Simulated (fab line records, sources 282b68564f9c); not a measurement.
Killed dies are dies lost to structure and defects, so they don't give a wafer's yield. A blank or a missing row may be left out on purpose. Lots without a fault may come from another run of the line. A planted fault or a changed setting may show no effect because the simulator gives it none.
fab line records | flow rit_cmos
record lots=13 wafers=39 last_day=7
route steps=202 shown NWELL@34 M1@184
lots that met no fault: from a run of the same line without faults
start_h: hours from the record's first day to the start of the lot's first wafer shown | wait_h: hours since the lot's step before | " the same as in the row above | L1.1+2: a row that stands for several wafers | - no value, or no start given | * or withheld: withheld | < > ~ a bound
route shown NAME@n: a module of which the file shows steps, and the number in the route of the first | usual: mean/standard deviation of fault-free wafers | same: alike in all rows | chamber/n: place in a boat | sites: the reading at each site | _std_site: their standard deviation | _edge_site: outer sites' mean less inner sites' | radius_mm: how far each site lies from the wafer's centre | mask NAME#n: copy n | behind: the tool/chamber that last shaped the wafer | hold: why the lot was held/for how many hours/how that ended | device: the transistor (n, p or np) that didn't switch | end of line: the same wafers' tests at the end of the route | a step without rows: its recipe alone | killed: dies lost to structure and defects at the first sort, not the wafer's yield | map: a wafer's dies, x killed, . not, _ none there
set.NAME: the setting as run; set.NAME@STEP: as run at that earlier step | model.NAME: the simulator's own value behind a step, which no gauge read
steps of the route over a sample of lots; a table a step, a row a wafer
services: from which hour (start_h, from the record's first day; less than 0 if before it) a tool's chamber was out of use, for how many hours, and why
## steps
# step RIT_NWELL_OVL_MEAS_06
# usual NWELL_OVL=0.0/1.3
# columns lot.wafer tool chamber start_h wait_h NWELL_OVL[nm]
L920.1 overlay-02 - 21.99 - -1.6
L920.3 " - " " 1.5
L920.6 " - " " 1.4
L921.1 overlay-02 - 27.29 - 1.3
L921.3 " - " " 0.4
L921.5 " - " " 0.6
L922.1 overlay-01 - 31.65 - -1.0
L922.4 " - " " -3.0
L922.5 " - " " -2.8
L923.3 overlay-01 - 40.25 - 0.5
L923.4 " - " " -0.3
L923.6 " - " " 0.9
L924.1 overlay-01 - 43.86 - 2.8
L924.2 " - " " -0.3
L924.6 " - " " 1.5
L926.1 overlay-01 - 59.06 - -0.4
L926.3 " - " " 0.5
L926.6 " - " " 0.9
L927.1 overlay-01 - 63.28 - -1.2
L927.2 " - " " 0.4
L927.3 " - " " 0.2
L928.2 overlay-01 - 65.32 - 2.0
L928.4 " - " " 1.2
L928.5 " - " " 0.7
L931.3 overlay-01 - 78.71 - -0.1
L931.5 " - " " -1.4
L931.6 " - " " -1.6
L934.1 overlay-01 - 96.49 - -0.9
L934.2 " - " " 0.6
L934.5 " - " " 0.2
L935.2 overlay-02 - 99.31 - 0.8
L935.3 " - " " 1.1
L935.5 " - " " 1.0
L936.2 overlay-02 - 101.91 - -0.3
L936.3 " - " " -2.5
L936.5 " - " " 0.1
L941.1 overlay-02 - 127.75 - 1.1
L941.2 " - " " 0.6
L941.4 " - " " 0.5
# step RIT_M1_SPUTTER_00
# recipe material=Al target_thk_nm=400 power_w=2000 chamber_pressure_pa=0.4 gas=Ar time_s=500 substrate_temp_c=25
# usual throttle_valve_pct=30.4/1
# columns lot.wafer tool chamber start_h wait_h throttle_valve_pct
L920.1 pvd_sputter-02 - 58.00 0.0 30.8
L920.3 " - " " 29.3
L920.6 " - " " 30.7
L921.1 pvd_sputter-01 - 63.80 0.0 32.7
L921.3 " - " " 30.5
L921.5 " - " " 29.5
L922.1 pvd_sputter-02 - 73.62 0.0 30.1
L922.4 " - " " 30.8
L922.5 " - " " 30.6
L923.3 pvd_sputter-01 - 78.36 0.0 29.4
L923.4 " - " " 30.7
L923.6 " - " " 32.4
L924.1 pvd_sputter-03 - 82.70 0.0 30.3
L924.2 " - " " 29.5
L924.6 " - " " 30.3
L926.1 pvd_sputter-02 - 94.23 0.0 30.0
L926.3 " - " " 29.0
L926.6 " - " " 29.9
L927.1 pvd_sputter-02 - 100.58 0.0 29.3
L927.2 " - " " 30.0
L927.3 " - " " 28.9
L928.2 pvd_sputter-01 - 103.17 0.0 29.3
L928.4 " - " " 30.4
L928.5 " - " " 30.6
L931.3 pvd_sputter-03 - 113.65 0.0 31.7
L931.5 " - " " 31.8
L931.6 " - " " 31.6
L934.1 pvd_sputter-02 - 130.67 0.0 30.6
L934.2 " - " " 29.3
L934.5 " - " " 30.0
L935.2 pvd_sputter-03 - 133.33 0.0 29.7
L935.3 " - " " 30.5
L935.5 " - " " 32.0
L936.2 pvd_sputter-02 - 135.95 0.0 30.1
L936.3 " - " " 29.5
L936.5 " - " " 29.4
L941.1 pvd_sputter-03 - 162.41 0.0 31.9
L941.2 " - " " 29.6
L941.4 " - " " 31.6
# step RIT_M1_BOW_MEAS_16
# recipe mode=bow
# usual M1_BOW=16/6.4
# columns lot.wafer tool chamber start_h wait_h M1_BOW[um]
L920.1 film_metro-03 - 62.06 0.0 14
L920.3 " - " " 4
L920.6 " - " " 18
L921.1 film_metro-02 - 68.03 0.0 9
L921.3 " - " " 14
L921.5 " - " " 18
L922.1 film_metro-04 - 77.63 0.0 25
L922.4 " - " " 22
L922.5 " - " " 21
L923.3 film_metro-03 - 82.29 0.0 11
L923.4 " - " " 16
L923.6 " - " " 18
L924.1 film_metro-03 - 86.76 0.0 20
L924.2 " - " " 21
L924.6 " - " " 13
L926.1 film_metro-03 - 98.30 0.0 19
L926.3 " - " " 21
L926.6 " - " " 20
L927.1 film_metro-04 - 104.65 0.0 14
L927.2 " - " " 3
L927.3 " - " " 19
L928.2 film_metro-03 - 107.34 0.0 7
L928.4 " - " " 25
L928.5 " - " " 12
L931.3 film_metro-02 - 117.80 0.0 0
L931.5 " - " " 31
L931.6 " - " " 19
L934.1 film_metro-02 - 134.80 0.0 21
L934.2 " - " " 13
L934.5 " - " " 14
L935.2 film_metro-04 - 137.37 0.0 13
L935.3 " - " " 7
L935.5 " - " " 13
L936.2 film_metro-03 - 139.86 0.0 6
L936.3 " - " " 16
L936.5 " - " " 5
L941.1 film_metro-02 - 166.42 0.0 10
L941.2 " - " " 13
L941.4 " - " " 24
# step RIT_M1_PROBE_99
# usual defect_limited_yield=97.4/1.2 killed_at_M0_to_M3=0.0/0.083 killed_at_contacts=0.1/0.36 killed_at_front_end=7/3.1 killed_dies=7/3.1 killed_on_rim=1.9/1.4 killed_open=3.6/2.1 killed_short=3.2/1.9 sort_bin_3_pad_short=0.1/0.23 sort_bin_5_function=1.4/0.77 sort_bin_6_memory=1.0/0.68 sort_n_pass=257/3.1 sort_yield_pct=97.4/1.2
# same gross_dies=264 killed_at_M4_up=0 killed_at_back_side=0 killed_at_other=0
# columns lot.wafer tool chamber start_h wait_h defect_limited_yield[%] killed_at_M0_to_M3 killed_at_contacts killed_at_front_end killed_dies killed_on_rim killed_open killed_short sort_bin_3_pad_short[%] sort_bin_5_function[%] sort_bin_6_memory[%] sort_n_pass sort_yield_pct[%]
L920.1 prober-01 - 62.18 0.1 97.7 0 0 6 6 3 4 2 0 1.5 0.8 258 97.7
L920.3 prober-01 - 62.28 0.2 97.7 0 0 6 6 0 1 5 0 1.5 0.8 258 97.7
L920.6 prober-01 - 62.43 0.2 96.6 0 0 9 9 2 4 5 0.8 2.3 0.4 255 96.6
L921.1 prober-02 - 68.15 0.1 94.7 0 0 14 14 6 6 8 0 2.7 2.7 250 94.7
L921.3 prober-02 - 68.25 0.2 95.8 0 0 11 11 1 5 6 0.8 1.9 1.5 253 95.8
L921.5 prober-02 - 68.35 0.2 95.1 0 0 13 13 4 6 7 0.4 2.7 1.9 251 95.1
L922.1 prober-01 - 77.75 0.1 99.6 0 0 1 1 0 1 0 0 0.4 0 263 99.6
L922.4 prober-01 - 77.90 0.2 97.7 0 0 6 6 2 2 4 0.4 0.8 1.1 258 97.7
L922.5 prober-01 - 77.95 0.2 97.0 0 0 8 8 0 4 4 0.8 1.5 0.8 256 97.0
L923.3 prober-02 - 82.47 0.2 97.7 0 0 6 6 0 1 5 0 1.1 1.1 258 97.7
L923.4 prober-02 - 82.52 0.2 97.0 0 0 8 8 3 5 3 0 1.1 1.9 256 97.0
L923.6 prober-02 - 82.62 0.2 97.7 0 0 6 6 2 2 4 0.4 1.5 0.4 258 97.7
L924.1 prober-01 - 86.88 0.1 97.0 0 0 8 8 1 5 3 0.4 2.3 0.4 256 97.0
L924.2 prober-01 - 86.93 0.1 97.7 0 0 6 6 3 5 1 0 1.9 0.4 258 97.7
L924.6 prober-01 - 87.13 0.2 98.1 0 0 5 5 2 2 3 0 1.9 0 259 98.1
L926.1 prober-01 - 98.42 0.1 97.7 0 0 6 6 2 3 3 0 0.4 1.9 258 97.7
L926.3 prober-01 - 98.52 0.2 97.0 0 0 8 8 2 2 6 0 2.3 0.8 256 97.0
L926.6 prober-01 - 98.67 0.2 97.0 0 0 8 8 3 6 2 0 1.5 1.5 256 97.0
L927.1 prober-02 - 104.77 0.1 94.3 0 0 15 15 4 8 7 0.8 2.7 2.3 249 94.3
L927.2 prober-02 - 104.82 0.1 98.1 0 1 4 5 3 3 2 0 1.1 0.8 259 98.1
L927.3 prober-02 - 104.87 0.2 97.0 0 2 6 8 3 4 4 0 2.7 0.4 256 97.0
L928.2 prober-01 - 107.49 0.1 98.1 0 0 5 5 1 3 2 0 1.5 0.4 259 98.1
L928.4 prober-01 - 107.59 0.2 97.0 0 0 8 8 0 4 4 0 1.5 1.5 256 97.0
L928.5 prober-01 - 107.64 0.2 97.0 0 1 7 8 0 3 5 0.4 1.1 1.5 256 97.0
L931.3 prober-02 - 117.98 0.2 97.3 0 0 7 7 1 4 3 0 1.5 1.1 257 97.3
L931.5 prober-02 - 118.08 0.2 98.9 0 0 3 3 0 3 0 0 0.8 0.4 261 98.9
L931.6 prober-02 - 118.13 0.2 96.2 0 0 10 10 4 5 5 0 1.5 2.3 254 96.2
L934.1 prober-01 - 134.92 0.1 98.9 0 0 3 3 1 0 3 0 0.8 0.4 261 98.9
L934.2 prober-01 - 134.97 0.1 95.8 0 0 11 11 3 3 8 0.4 1.5 2.3 253 95.8
L934.5 prober-01 - 135.12 0.2 96.2 0 0 10 10 2 6 4 0 2.7 1.1 254 96.2
L935.2 prober-02 - 137.52 0.1 99.6 0 0 1 1 1 1 0 0 0.4 0 263 99.6
L935.3 prober-02 - 137.57 0.2 99.6 0 0 1 1 0 0 1 0 0.4 0 263 99.6
L935.5 prober-02 - 137.67 0.2 96.6 0 0 9 9 2 5 4 0 0.8 2.7 255 96.6
L936.2 prober-01 - 140.01 0.1 98.1 0 0 5 5 2 2 3 0 1.5 0.4 259 98.1
L936.3 prober-01 - 140.06 0.2 89.0 24 0 5 29 9 1 4 0.8 7.2 3.0 235 89.0
L936.5 prober-01 - 140.16 0.2 89.4 25 0 3 28 10 2 1 1.9 7.2 1.5 236 89.4
L941.1 prober-02 - 166.54 0.1 98.1 0 0 5 5 3 4 1 0 1.1 0.8 259 98.1
L941.2 prober-02 - 166.59 0.1 99.2 0 0 2 2 2 0 2 0.4 0 0.4 262 99.2
L941.4 prober-02 - 166.69 0.2 97.7 0 0 6 6 0 3 3 0 1.5 0.8 258 97.7
# killed by level:class
L920.1 SPACER:geometric_particle:open=3 GATE:geometric_particle:short=1 GATE:geometric_particle:open=1 REOX:geometric_particle:short=1
L920.3 GATE:geometric_particle:short=2 ACTIVE:geometric_particle:short=1 FOX2:geometric_particle:open=1 FOX2:geometric_particle:short=1 SPACER:geometric_particle:short=1
L920.6 SPACER:geometric_particle:open=2 FOX1:geometric_particle:short=1 FOX2:geometric_particle:open=1 GATE:geometric_particle:open=1 GATE:geometric_particle:short=1 REOX:geometric_particle:short=1 SPACER:geometric_particle:short=1 SILICIDE:geometric_particle:short=1
L921.1 SPACER:geometric_particle:short=3 SILICIDE:geometric_particle:short=3 GATE:geometric_particle:short=2 REOX:geometric_particle:open=2 FOX1:geometric_particle:open=1 GATE:geometric_particle:open=1 SPACER:geometric_particle:open=1 SILICIDE:geometric_particle:open=1
L921.3 GATE:geometric_particle:short=3 GATE:geometric_particle:open=2 SILICIDE:geometric_particle:short=2 ACTIVE:geometric_particle:open=1 REOX:geometric_particle:open=1 SPACER:geometric_particle:short=1 SILICIDE:geometric_particle:open=1
L921.5 GATE:geometric_particle:short=4 GATE:geometric_particle:open=2 SILICIDE:geometric_particle:open=2 SILICIDE:geometric_particle:short=2 REOX:geometric_particle:open=1 SPACER:geometric_particle:open=1 SPACER:geometric_particle:short=1
L922.1 REOX:geometric_particle:open=1
L922.4 FOX1:geometric_particle:short=1 GATE:geometric_particle:short=1 GATE:geometric_particle:open=1 SPACER:geometric_particle:open=1 SPACER:geometric_particle:short=1 SILICIDE:geometric_particle:short=1
L922.5 REOX:geometric_particle:short=2 FOX2:geometric_particle:open=1 GATE:geometric_particle:open=1 REOX:geometric_particle:open=1 SPACER:geometric_particle:open=1 SPACER:geometric_particle:short=1 SILICIDE:geometric_particle:short=1
L923.3 FOX1:geometric_particle:short=2 GATE:geometric_particle:short=1 REOX:geometric_particle:open=1 REOX:geometric_particle:short=1 SILICIDE:geometric_particle:short=1
L923.4 FOX1:geometric_particle:open=2 FOX2:geometric_particle:open=2 GATE:geometric_particle:open=1 GATE:geometric_particle:short=1 REOX:geometric_particle:short=1 SPACER:geometric_particle:short=1
L923.6 GATE:geometric_particle:short=2 FOX1:geometric_particle:short=1 GATE:geometric_particle:open=1 REOX:geometric_particle:open=1 SPACER:geometric_particle:short=1
L924.1 FOX1:geometric_particle:open=2 GATE:geometric_particle:open=2 SPACER:geometric_particle:short=2 REOX:geometric_particle:short=1 SPACER:geometric_particle:open=1
L924.2 GATE:geometric_particle:open=2 REOX:geometric_particle:open=2 FOX1:geometric_particle:open=1 SPACER:geometric_particle:short=1
L924.6 SILICIDE:geometric_particle:short=2 FOX1:geometric_particle:short=1 GATE:geometric_particle:open=1 SILICIDE:geometric_particle:open=1
L926.1 SILICIDE:geometric_particle:short=2 REOX:geometric_particle:short=1 REOX:geometric_particle:open=1 SPACER:geometric_particle:open=1 SILICIDE:geometric_particle:open=1
L926.3 GATE:geometric_particle:short=3 GATE:geometric_particle:open=2 SPACER:geometric_particle:short=2 REOX:geometric_particle:short=1
L926.6 FOX2:geometric_particle:open=2 GATE:geometric_particle:open=2 REOX:geometric_particle:open=2 GATE:geometric_particle:short=1 REOX:geometric_particle:short=1
L927.1 GATE:geometric_particle:short=4 GATE:geometric_particle:open=3 SPACER:geometric_particle:open=2 FOX1:geometric_particle:short=1 FOX2:geometric_particle:open=1 REOX:geometric_particle:open=1 SPACER:geometric_particle:short=1 SILICIDE:geometric_particle:open=1
L927.2 FOX1:geometric_particle:open=1 REOX:geometric_particle:short=1 SPACER:geometric_particle:open=1 SPACER:geometric_particle:short=1 CONTACT:geometric_particle:open=1
L927.3 GATE:geometric_particle:short=2 REOX:geometric_particle:open=2 FOX1:geometric_particle:open=1 SPACER:geometric_particle:short=1 CONTACT:geometric_particle:open=1 CONTACT:geometric_particle:short=1
L928.2 GATE:geometric_particle:open=3 GATE:geometric_particle:short=2
L928.4 GATE:geometric_particle:open=3 GATE:geometric_particle:short=3 REOX:geometric_particle:open=1 SPACER:geometric_particle:short=1
L928.5 GATE:geometric_particle:open=3 SILICIDE:geometric_particle:short=2 FOX2:geometric_particle:short=1 GATE:geometric_particle:short=1 CONTACT:geometric_particle:short=1
L931.3 FOX1:geometric_particle:short=1 GATE:geometric_particle:short=1 GATE:geometric_particle:open=1 REOX:geometric_particle:open=1 SPACER:geometric_particle:open=1 SPACER:geometric_particle:short=1 SILICIDE:geometric_particle:open=1
L931.5 SPACER:geometric_particle:open=2 SILICIDE:geometric_particle:open=1
L931.6 SPACER:geometric_particle:short=3 SPACER:geometric_particle:open=3 FOX1:geometric_particle:short=1 FOX1:geometric_particle:open=1 FOX2:geometric_particle:short=1 GATE:geometric_particle:open=1
L934.1 SPACER:geometric_particle:short=2 SILICIDE:geometric_particle:short=1
L934.2 GATE:geometric_particle:short=4 GATE:geometric_particle:open=3 FOX1:geometric_particle:short=2 FOX2:geometric_particle:short=1 SILICIDE:geometric_particle:short=1
L934.5 GATE:geometric_particle:open=3 FOX1:geometric_particle:open=1 FOX2:geometric_particle:short=1 FOX2:geometric_particle:open=1 GATE:geometric_particle:short=1 REOX:geometric_particle:open=1 SPACER:geometric_particle:short=1 SILICIDE:geometric_particle:short=1
L935.2 FOX1:geometric_particle:open=1
L935.3 FOX1:geometric_particle:short=1
L935.5 GATE:geometric_particle:open=4 GATE:geometric_particle:short=4 SPACER:geometric_particle:open=1
L936.2 GATE:geometric_particle:open=2 GATE:geometric_particle:short=2 SPACER:geometric_particle:short=1
L936.3 M1:unspecified=24 SILICIDE:geometric_particle:short=3 FOX2:geometric_particle:short=1 GATE:geometric_particle:open=1
L936.5 M1:unspecified=25 GATE:geometric_particle:open=1 REOX:geometric_particle:short=1 REOX:geometric_particle:open=1
L941.1 FOX1:geometric_particle:open=2 GATE:geometric_particle:open=1 GATE:geometric_particle:short=1 SILICIDE:geometric_particle:open=1
L941.2 GATE:geometric_particle:short=2
L941.4 GATE:geometric_particle:open=2 FOX1:geometric_particle:open=1 GATE:geometric_particle:short=1 REOX:geometric_particle:short=1 SPACER:geometric_particle:short=1
## services
# columns tool chamber start_h hours kind
pvd_sputter-02 - 45.01 0.5 repair
pvd_sputter-02 - 80.52 10.1 repair
pvd_sputter-02 - 97.49 1.1 repair
pvd_sputter-01 - 119.25 3.4 repair
pvd_sputter-02 - 138.76 6.1 repair
## key
first_sign step=RIT_M1_PROBE_99 reading=killed_at_M0_to_M3 direction=up sigmas=24 usual=0.0 struck=24.5
effect step=RIT_M1_PROBE_99 reading=sort_bin_5_function direction=up sigmas=7.4 usual=1.4 struck=7.2
met_at RIT_M1_SPUTTER_00
struck_lots L936
struck_wafers L936.3,L936.5
not_acting_at RIT_NWELL_OVL_MEAS_06,RIT_M1_BOW_MEAS_16
onset_between 130.67 135.95
fault kind=chamber_particle_source tool=pvd_sputter-02 chamber=- onset_h=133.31 steps=RIT_M1_SPUTTER_00 rate_per_visit_cm2=1.127 end_h=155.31 scope=struck_wafers_only
